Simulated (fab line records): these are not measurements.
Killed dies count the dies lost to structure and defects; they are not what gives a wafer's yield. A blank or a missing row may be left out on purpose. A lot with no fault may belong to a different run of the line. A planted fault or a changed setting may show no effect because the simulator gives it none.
fab line records ; flow rit-cmos
record: lots: 5; wafers: 15; last-day: 7
route steps=202 shown ACTIVE@1 FOX1@20 FOX2@23 NWELL@28 M1@202
lots that met no fault: taken from a fault-free run of the same line
start-h: hours from the record's opening day to when the first of the lot's shown wafers began ; wait-h: hours since the lot's step before ; " repeats the value in the row above ; L1.1+2: a single row standing in for several wafers ; - no value, or no start given ; * or withheld: withheld ; < > ~ a bound
route shown NAME@n: NAME is a module with steps in the file, n the number in the route of the first one ; usual: mean/standard deviation taken from wafers without a fault ; same: alike in all rows ; chamber/n: place in a boat ; sites: the reading at each site ; _std_site: the values' standard deviation ; _edge_site: the outer-site mean with the inner-site mean subtracted ; radius-mm: how far each site lies from the wafer's centre ; mask NAME#n: copy n ; behind: the most recent tool/chamber to have shaped the wafer ; hold: reason for holding the lot/hours on hold/outcome of the hold ; device: the n, p or np transistor that did not switch ; end of line: tests run on the same wafers once the route is complete ; a step given without rows: its recipe and nothing more ; killed: at the first sort, the dies lost to defects and structure; wafer yield is something else ; map: the dies of a wafer, with x for killed, . for not killed, _ for no die there
set.NAME: the run value of the setting; set.NAME@STEP: its run value at that earlier step ; model.NAME: the simulator's own value behind a step, which no gauge read
certain route steps with their lots: each step a table, each wafer a row
services: the hour from which a tool's chamber was out of use, counted from the record's first day as start-h (under 0 if before that day), plus the number of hours and why
== steps ==
step: RIT_ACTIVE_BOW_MEAS_00
recipe: mode: bow
usual: INCOMING_BOW: 0/6.8
lot.wafer;tool;chamber;start-h;wait-h;INCOMING_BOW[um]
L212.1;film-metro-02;-;35.00;-;-7
L212.2;film-metro-02;-;35.00;-;5
L212.6;film-metro-02;-;35.00;-;14
L217.2;film-metro-04;-;60.02;-;-11
L217.3;film-metro-04;-;60.02;-;-5
L217.5;film-metro-04;-;60.02;-;2
L220.1;film-metro-04;-;75.00;-;3
L220.2;film-metro-04;-;75.00;-;1
L220.3;film-metro-04;-;75.00;-;-10
L222.2;film-metro-04;-;85.02;-;-1
L222.4;film-metro-04;-;85.02;-;-5
L222.6;film-metro-04;-;85.02;-;1
L227.1;film-metro-04;-;110.00;-;2
L227.3;film-metro-04;-;110.00;-;0
L227.4;film-metro-04;-;110.00;-;-2
step: RIT_ACTIVE_OXIDATION_01
recipe: temp-c: 1000; ambient: O2; target-thk-a: 468; ox-time-s: 3360
usual: tube_center_temp_C_max: 1002.6/0.43
lot.wafer;tool;chamber;start-h;wait-h;tube_center_temp_C_max
L212.1;furnace-03;0;35.63;0.6;1003.0
L212.2;furnace-03;0;35.63;0.6;1002.2
L212.6;furnace-03;0;35.63;0.6;1002.3
L217.2;furnace-04;0;60.61;0.6;1002.9
L217.3;furnace-04;0;60.61;0.6;1002.4
L217.5;furnace-04;0;60.61;0.6;1002.8
L220.1;furnace-04;0;77.33;2.3;1002.1
L220.2;furnace-04;0;77.33;2.3;1002.4
L220.3;furnace-04;0;77.33;2.3;1002.5
L222.2;furnace-03;0;85.99;0.9;1002.2
L222.4;furnace-03;0;85.99;0.9;1003.2
L222.6;furnace-03;0;85.99;0.9;1002.6
L227.1;furnace-04;0;115.20;5.2;1002.9
L227.3;furnace-04;0;115.20;5.2;1002.4
L227.4;furnace-04;0;115.20;5.2;1003.2
step: RIT_ACTIVE_THK_MEAS_02
recipe: reads: SiO2_of_ACTIVE_OXIDATION_01
usual: ACTIVE_OXIDE_THK: 46.3/0.83
lot.wafer;tool;chamber;start-h;wait-h;ACTIVE_OXIDE_THK[nm]
L212.1;film-metro-04;-;37.56;0.0;47.5
L212.2;film-metro-04;-;37.56;0.0;47.4
L212.6;film-metro-04;-;37.56;0.0;47.3
L217.2;film-metro-02;-;62.56;0.0;44.6
L217.3;film-metro-02;-;62.56;0.0;46.0
L217.5;film-metro-02;-;62.56;0.0;45.8
L220.1;film-metro-02;-;79.27;0.0;46.5
L220.2;film-metro-02;-;79.27;0.0;46.4
L220.3;film-metro-02;-;79.27;0.0;46.6
L222.2;film-metro-02;-;87.93;0.0;46.7
L222.4;film-metro-02;-;87.93;0.0;46.9
L222.6;film-metro-02;-;87.93;0.0;46.1
L227.1;film-metro-04;-;117.14;0.0;45.5
L227.3;film-metro-04;-;117.14;0.0;46.0
L227.4;film-metro-04;-;117.14;0.0;45.8
step: RIT_ACTIVE_CVD_03
recipe: material: Si3N4; target-thk-nm: 150; temp-c: 810; precursor: SiH2Cl2/NH3; time-s: 1500; pressure-mtorr: 300; sih2cl2-flow-sccm: 60; nh3-flow-sccm: 150
step: RIT_ACTIVE_THK_MEAS_04
recipe: reads: Si3N4_of_ACTIVE_CVD_03
usual: ACTIVE_NITRIDE_THK: 149.8/1.3
lot.wafer;tool;chamber;start-h;wait-h;ACTIVE_NITRIDE_THK[nm]
L212.1;film-metro-01;-;39.04;0.0;146.8
L212.2;film-metro-01;-;39.04;0.0;147.2
L212.6;film-metro-01;-;39.04;0.0;147.3
L217.2;film-metro-04;-;64.03;0.0;149.8
L217.3;film-metro-04;-;64.03;0.0;148.8
L217.5;film-metro-04;-;64.03;0.0;149.0
L220.1;film-metro-02;-;80.74;0.0;148.6
L220.2;film-metro-02;-;80.74;0.0;147.7
L220.3;film-metro-02;-;80.74;0.0;149.6
L222.2;film-metro-01;-;89.41;0.0;151.1
L222.4;film-metro-01;-;89.41;0.0;151.2
L222.6;film-metro-01;-;89.41;0.0;151.5
L227.1;film-metro-01;-;119.32;0.0;150.4
L227.3;film-metro-01;-;119.32;0.0;150.4
L227.4;film-metro-01;-;119.32;0.0;151.2
step: RIT_ACTIVE_HMDS_05
recipe: prime-time-s: 60; prime-temp-c: 140
step: RIT_ACTIVE_COAT_06
recipe: resist: NOVOLAK; spin-rpm: 3250; resist-thk-nm: 1000
step: RIT_ACTIVE_SOFTBAKE_07
recipe: resist: NOVOLAK; temp-c: 90; time-s: 60
step: RIT_ACTIVE_EXPOSE_08
recipe: mask-id: M1; na: 0.6; source-shape: conventional; sigma-outer: 0.6; target-cd-nm: 1400; dose-mj: 225
step: RIT_ACTIVE_PEB_09
recipe: resist: NOVOLAK; temp-c: withheld; time-s: withheld
step: RIT_ACTIVE_DEVELOP_10
recipe: resist: NOVOLAK; develop-time-s: 50; dev-temp-c: 22.29
step: RIT_ACTIVE_CD_MEAS_11
recipe: target-cd-nm: 1400
usual: cd-nm: 1400.7/2.2
lot.wafer;tool;chamber;start-h;wait-h;cd-nm
L212.1;cd-sem-02;-;39.95;-;1401.5
L212.2;cd-sem-02;-;39.95;-;1403.1
L212.6;cd-sem-02;-;39.95;-;1401.3
L217.2;cd-sem-01;-;64.95;-;1397.9
L217.3;cd-sem-01;-;64.95;-;1400.5
L217.5;cd-sem-01;-;64.95;-;1398.9
L220.1;cd-sem-01;-;81.76;-;1399.5
L220.2;cd-sem-01;-;81.76;-;1399.6
L220.3;cd-sem-01;-;81.76;-;1401.1
L222.2;cd-sem-02;-;90.45;-;1400.8
L222.4;cd-sem-02;-;90.45;-;1400.2
L222.6;cd-sem-02;-;90.45;-;1402.3
L227.1;cd-sem-02;-;120.23;-;1399.7
L227.3;cd-sem-02;-;120.23;-;1397.8
L227.4;cd-sem-02;-;120.23;-;1398.0
step: RIT_ACTIVE_HARDBAKE_12
recipe: resist: NOVOLAK; temp-c: 140; time-s: 60
step: RIT_ACTIVE_ETCH_13
recipe: stop-on: SiO2; chemistry: SF6; target: Si3N4; time-s: 205.4; over-etch-frac: 0.4; SF6_flow_sccm: 200; pressure-mtorr: 260; rf-w: 125; target-depth-a: 2100
usual: drypump-motor-current-A: 5.8/0.39; oes-product-au: 0.827/0.012; throttle-valve-pct: 7.47/0.11
lot.wafer;tool;chamber;start-h;wait-h;drypump-motor-current-A;oes-product-au;rf-hours-counter-h;throttle-valve-pct
L212.1;rie-diel-03;1;40.22;0.1;5.7;0.807;124;7.47
L212.2;rie-diel-03;3;40.22;0.1;5.9;0.817;108;7.40
L212.6;rie-diel-03;3;40.22;0.1;5.9;0.817;-;7.41
L217.2;rie-diel-03;3;65.20;0.1;6.0;0.825;108;7.41
L217.3;rie-diel-03;1;65.20;0.1;5.7;0.815;125;7.47
L217.5;rie-diel-03;1;65.20;0.1;5.7;0.812;-;7.46
L220.1;rie-diel-02;3;82.12;0.1;5.4;0.811;14;7.35
L220.2;rie-diel-02;2;82.12;0.1;5.7;0.833;135;7.45
L220.3;rie-diel-02;0;82.12;0.1;5.9;0.826;8;7.62
L222.2;rie-diel-01;3;90.70;0.1;5.8;0.817;123;7.64
L222.4;rie-diel-01;1;90.70;0.1;5.9;0.820;-;7.30
L222.6;rie-diel-01;0;90.70;0.1;5.0;0.852;-;7.53
L227.1;rie-diel-01;2;120.50;0.1;5.7;0.847;0;7.60
L227.3;rie-diel-01;0;120.50;0.1;5.0;0.846;58;7.54
L227.4;rie-diel-01;1;120.50;0.1;5.9;0.825;12;7.31
step: RIT_ACTIVE_STRIP_14
recipe: chemistry: O2; time-s: 180; resist: NOVOLAK; platen-temp-c: withheld; power-w: 500; pressure-mtorr: 4000; o2-flow-sccm: 4000
usual: drypump-motor-current-A: 5.5/0.39; o2-flow-sccm: 3998/12
lot.wafer;tool;chamber;start-h;wait-h;drypump-motor-current-A;o2-flow-sccm;rf-hours-counter-h
L212.1;plasma-asher-04;1;40.35;0.1;5.2;4002;35
L212.2;plasma-asher-04;0;40.35;0.1;5.3;4007;35
L212.6;plasma-asher-04;0;40.35;0.1;5.3;4010;-
L217.2;plasma-asher-04;1;65.34;0.1;5.2;3981;38
L217.3;plasma-asher-04;1;65.34;0.1;5.1;3983;-
L217.5;plasma-asher-04;1;65.34;0.1;5.1;3996;-
L220.1;plasma-asher-01;0;82.26;0.1;5.9;4024;47
L220.2;plasma-asher-01;1;82.26;0.1;5.5;4000;47
L220.3;plasma-asher-01;0;82.26;0.1;5.8;3996;-
L222.2;plasma-asher-04;0;90.84;0.1;5.3;3998;41
L222.4;plasma-asher-04;0;90.84;0.1;5.3;3983;-
L222.6;plasma-asher-04;0;90.84;0.1;5.3;3989;-
L227.1;plasma-asher-03;1;120.64;0.1;6.4;4011;29
L227.3;plasma-asher-03;1;120.64;0.1;6.4;4003;-
L227.4;plasma-asher-03;0;120.64;0.1;6.0;3990;-
step: RIT_ACTIVE_CD_MEAS_90
recipe: target-cd-nm: 1400
usual: cd-nm: 1400.7/2.3
lot.wafer;tool;chamber;start-h;wait-h;cd-nm
L212.1;cd-sem-01;-;40.53;0.1;1401.4
L212.2;cd-sem-01;-;40.53;0.1;1403.0
L212.6;cd-sem-01;-;40.53;0.1;1401.5
L217.2;cd-sem-01;-;65.53;0.1;1397.3
L217.3;cd-sem-01;-;65.53;0.1;1400.4
L217.5;cd-sem-01;-;65.53;0.1;1398.0
L220.1;cd-sem-01;-;82.43;0.1;1399.4
L220.2;cd-sem-01;-;82.43;0.1;1399.4
L220.3;cd-sem-01;-;82.43;0.1;1400.8
L222.2;cd-sem-02;-;91.03;0.1;1401.5
L222.4;cd-sem-02;-;91.03;0.1;1400.3
L222.6;cd-sem-02;-;91.03;0.1;1402.0
L227.1;cd-sem-02;-;120.81;0.1;1399.6
L227.3;cd-sem-02;-;120.81;0.1;1397.9
L227.4;cd-sem-02;-;120.81;0.1;1397.8
step: RIT_ACTIVE_CLEAN_15
recipe: chemistry: SC1; mix: 3:3:50; time-s: 600; temp-c: 75
step: RIT_ACTIVE_CLEAN_16
recipe: chemistry: dHF; dilution: 50:1; time-s: 30
step: RIT_ACTIVE_CLEAN_17
recipe: chemistry: SC2; mix: 3:3:50; time-s: 600; temp-c: 75; dry: n2-spin
step: RIT_FOX1_OXIDATION_00
recipe: temp-c: 1100; ambient: H2O; target-thk-a: 3507; p-h2o-torr: 720; ox-time-s: 1130
step: RIT_FOX1_THK_MEAS_01
recipe: reads: SiO2_of_FOX1_OXIDATION_00
usual: FOX1_OXIDE_THK: 345/5.8
lot.wafer;tool;chamber;start-h;wait-h;FOX1_OXIDE_THK[nm]
L212.1;film-metro-03;-;44.53;0.0;346
L212.2;film-metro-03;-;44.53;0.0;343
L212.6;film-metro-03;-;44.53;0.0;346
L217.2;film-metro-03;-;67.34;0.0;341
L217.3;film-metro-03;-;67.34;0.0;341
L217.5;film-metro-03;-;67.34;0.0;344
L220.1;film-metro-02;-;85.74;0.0;345
L220.2;film-metro-02;-;85.74;0.0;349
L220.3;film-metro-02;-;85.74;0.0;349
L222.2;film-metro-02;-;97.47;0.0;338
L222.4;film-metro-02;-;97.47;0.0;335
L222.6;film-metro-02;-;97.47;0.0;342
L227.1;film-metro-04;-;123.53;0.0;338
L227.3;film-metro-04;-;123.53;0.0;343
L227.4;film-metro-04;-;123.53;0.0;341
step: RIT_FOX1_WET_ETCH_02
recipe: chemistry: BOE; target-depth-nm: 350; time-s: 390; temp-c: 21.5; dry: n2-spin; dilution: 10:1; target: SiO2
step: RIT_FOX2_OXIDATION_00
recipe: temp-c: 1100; ambient: H2O; target-thk-a: 3507; p-h2o-torr: 720; ox-time-s: 1130
step: RIT_FOX2_THK_MEAS_01
recipe: reads: SiO2_of_FOX2_OXIDATION_00
usual: FOX2_OXIDE_THK: 345/6.2
lot.wafer;tool;chamber;start-h;wait-h;FOX2_OXIDE_THK[nm]
L212.1;film-metro-03;-;47.00;0.0;352
L212.2;film-metro-03;-;47.00;0.0;354
L212.6;film-metro-03;-;47.00;0.0;348
L217.2;film-metro-01;-;68.84;0.0;354
L217.3;film-metro-01;-;68.84;0.0;353
L217.5;film-metro-01;-;68.84;0.0;353
L220.1;film-metro-02;-;91.06;0.0;334
L220.2;film-metro-02;-;91.06;0.0;333
L220.3;film-metro-02;-;91.06;0.0;336
L222.2;film-metro-01;-;100.84;0.0;344
L222.4;film-metro-01;-;100.84;0.0;345
L222.6;film-metro-01;-;100.84;0.0;343
L227.1;film-metro-02;-;125.25;0.0;344
L227.3;film-metro-02;-;125.25;0.0;346
L227.4;film-metro-02;-;125.25;0.0;350
step: RIT_FOX2_CLEAN_02
recipe: chemistry: dHF; dilution: 50:1; time-s: 180
step: RIT_FOX2_WET_ETCH_03
recipe: chemistry: H3PO4; target: Si3N4; target-depth-nm: 195; temp-c: 165; time-s: 2700
step: RIT_FOX2_THK_MEAS_90
recipe: reads: SiO2_of_FOX2_OXIDATION_00
usual: FIELD_OXIDE_LEFT_1_THK: 318/6.2
lot.wafer;tool;chamber;start-h;wait-h;FIELD_OXIDE_LEFT_1_THK[nm]
L212.1;film-metro-03;-;47.87;0.0;325
L212.2;film-metro-03;-;47.87;0.0;327
L212.6;film-metro-03;-;47.87;0.0;321
L217.2;film-metro-03;-;69.72;0.0;326
L217.3;film-metro-03;-;69.72;0.0;326
L217.5;film-metro-03;-;69.72;0.0;326
L220.1;film-metro-01;-;91.94;0.0;307
L220.2;film-metro-01;-;91.94;0.0;305
L220.3;film-metro-01;-;91.94;0.0;308
L222.2;film-metro-01;-;101.76;0.0;316
L222.4;film-metro-01;-;101.76;0.0;318
L222.6;film-metro-01;-;101.76;0.0;316
L227.1;film-metro-01;-;126.13;0.0;317
L227.3;film-metro-01;-;126.13;0.0;319
L227.4;film-metro-01;-;126.13;0.0;323
step: RIT_NWELL_HMDS_00
recipe: prime-time-s: 60; prime-temp-c: 140
step: RIT_NWELL_COAT_01
recipe: resist: NOVOLAK; spin-rpm: 2000; resist-thk-nm: 1300
step: RIT_NWELL_SOFTBAKE_02
recipe: resist: NOVOLAK; temp-c: 90; time-s: 60
step: RIT_NWELL_EXPOSE_03
recipe: mask-id: M2; na: 0.57; target-cd-nm: 43900; dose-mj: 250
step: RIT_M1_PROBE_99
usual: killed-at-contacts: 0.1/0.23; killed-at-front-end: 6.6/2.9; killed-dies: 6.7/3; killed-on-rim: 1.7/1.4; killed-open: 3.5/2.1; killed-short: 3.2/1.8
same: gross-dies: 264; killed_at_M0_to_M3: 0; killed_at_M4_up: 0; killed-at-back-side: 0; killed-at-other: 0
lot.wafer;tool;chamber;start-h;wait-h;killed-at-contacts;killed-at-front-end;killed-dies;killed-on-rim;killed-open;killed-short
L212.1;prober-02;-;86.26;0.1;0;8;8;2;2;6
L212.2;prober-02;-;86.31;0.1;0;3;3;1;2;1
L212.6;prober-02;-;86.51;0.2;0;3;3;0;1;2
L217.2;prober-02;-;112.56;0.1;0;5;5;2;2;3
L217.3;prober-02;-;112.61;0.2;0;7;7;1;3;4
L217.5;prober-02;-;112.71;0.2;0;9;9;3;4;5
L220.1;prober-01;-;147.09;0.1;0;2;2;1;1;1
L220.2;prober-01;-;147.14;0.1;0;4;4;1;3;1
L220.3;prober-01;-;147.19;0.2;1;7;8;2;5;3
L222.2;prober-02;-;148.73;0.1;0;123;123;34;5;1
L222.4;prober-02;-;148.83;0.2;0;108;108;31;2;2
L222.6;prober-02;-;148.93;0.2;0;107;107;30;3;2
L227.1;prober-01;-;172.66;0.1;0;6;6;3;2;4
L227.3;prober-01;-;172.76;0.2;0;6;6;0;3;3
L227.4;prober-01;-;172.81;0.2;0;0;0;0;0;0
killed by level:class
L212.1 FOX2:geometric-particle:short=5 FOX2:geometric-particle:open=1 GATE:geometric-particle:short=1 GATE:geometric-particle:open=1
L212.2 GATE:geometric-particle:short=1 GATE:geometric-particle:open=1 SPACER:geometric-particle:open=1
L212.6 FOX1:geometric-particle:short=1 GATE:geometric-particle:short=1 GATE:geometric-particle:open=1
L217.2 SPACER:geometric-particle:short=2 FOX1:geometric-particle:open=1 FOX2:geometric-particle:open=1 GATE:geometric-particle:short=1
L217.3 FOX1:geometric-particle:short=1 FOX2:geometric-particle:short=1 GATE:geometric-particle:open=1 REOX:geometric-particle:short=1 SPACER:geometric-particle:short=1 SPACER:geometric-particle:open=1 SILICIDE:geometric-particle:open=1
L217.5 GATE:geometric-particle:open=3 GATE:geometric-particle:short=2 FOX1:geometric-particle:short=1 FOX2:geometric-particle:short=1 REOX:geometric-particle:open=1 SPACER:geometric-particle:short=1
L220.1 SPACER:geometric-particle:open=1 SPACER:geometric-particle:short=1
L220.2 SPACER:geometric-particle:open=2 GATE:geometric-particle:open=1 GATE:geometric-particle:short=1
L220.3 FOX1:geometric-particle:open=1 FOX2:geometric-particle:short=1 GATE:geometric-particle:short=1 REOX:geometric-particle:open=1 SPACER:geometric-particle:open=1 SILICIDE:geometric-particle:short=1 SILICIDE:geometric-particle:open=1 CONTACT:geometric-particle:open=1
L222.2 ACTIVE:unspecified=117 SPACER:geometric-particle:open=3 FOX2:geometric-particle:short=1 FOX2:geometric-particle:open=1 SILICIDE:geometric-particle:open=1
L222.4 ACTIVE:unspecified=104 GATE:geometric-particle:short=1 GATE:geometric-particle:open=1 SPACER:geometric-particle:open=1 SILICIDE:geometric-particle:short=1
L222.6 ACTIVE:unspecified=102 FOX1:geometric-particle:short=2 GATE:geometric-particle:open=2 SILICIDE:geometric-particle:open=1
L227.1 FOX1:geometric-particle:open=2 FOX1:geometric-particle:short=2 REOX:geometric-particle:short=2
L227.3 FOX1:geometric-particle:short=2 FOX1:geometric-particle:open=1 GATE:geometric-particle:open=1 REOX:geometric-particle:open=1 SILICIDE:geometric-particle:short=1
map L222.2 (x killed, . not)
________xxx.xx._______
_____.....xxx...x.____
____.xx...xx....xx.___
___x.x.x..x.x.xx.xxx__
__x.x..x..xx.....xx.._
__.....xx.x.xx.x.x..._
_xxxx.xxx.....xx.....x
_x...x..xxx..xx..xx...
_xx.xxx...xxx..x.x..x.
_..x..x...xx.x.x.x.x.x
__..xx..xxx..xx....xx_
__xxx...x.x.x..xxxx.x_
___x.x...x.xx.x.xxx.__
____.x..x..xx......___
_____x..xx.x.xx..x____
________x..xxxx_______
map L212.1 (x killed, . not)
________......._______
_____.............____
____...............___
___......x..........__
__..................._
__..................._
_.............x.......
_..........x..........
_.....................
_.....................
__..................._
__..............x...._
___..xx.............__
____..............x___
_____............x____
________......._______
== services ==
tool;chamber;start-h;hours;kind
rie-diel-02;2;33.54;7.4;repair
plasma-asher-03;-;42.53;45.4;repair
rie-diel-03;2;51.93;-;clean
rie-diel-03;2;51.93;17.4;scheduled-down
rie-diel-03;2;51.93;17.4;vent-cycle
rie-diel-02;-;53.37;0.7;repair
furnace-04;-;56.27;3.0;pm
rie-diel-02;-;60.12;2.8;pm
rie-diel-01;2;64.04;10.2;repair
rie-diel-02;2;66.32;9.4;repair
rie-diel-01;2;74.24;-;clean
rie-diel-01;2;74.24;33.3;scheduled-down
rie-diel-01;2;74.24;33.3;vent-cycle
rie-diel-03;2;81.55;8.1;repair
rie-diel-03;1;104.77;2.6;repair
plasma-asher-01;-;108.75;9.0;pm
plasma-asher-01;0;108.75;9.0;vent-cycle
plasma-asher-01;1;108.75;9.0;vent-cycle
furnace-03;-;115.05;3.4;pm
plasma-asher-01;0;117.75;-;clean
plasma-asher-01;1;117.75;-;clean
== key ==
first-sign: step: RIT_M1_PROBE_99; reading: killed-at-front-end; direction: up; sigmas: 36; usual: 6.6; struck: 112.7
effect: step: RIT_M1_PROBE_99; reading: killed-dies; direction: up; sigmas: 36; usual: 6.7; struck: 112.7
met-at RIT_ACTIVE_OXIDATION_01
struck-wafers L222.2,L222.4,L222.6
tester-left-out L222
onset-between 35.63 85.99
also-fits RIT_ACTIVE_STRIP_14:plasma-asher-04
fault: kind: chamber-particle-source; tool: furnace-03; chamber: -; onset-h: 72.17; steps: RIT_ACTIVE_OXIDATION_01; rate-per-visit-cm2: 0.98214; end-h: 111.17
tester-left-out: of these lots the tester's yield and bins aren't shown, on N5 and GAA mostly nor the transistor test; their killed dies are dies lost to structure and defects alone, not to doping, threshold or leakage, so they don't give the yield
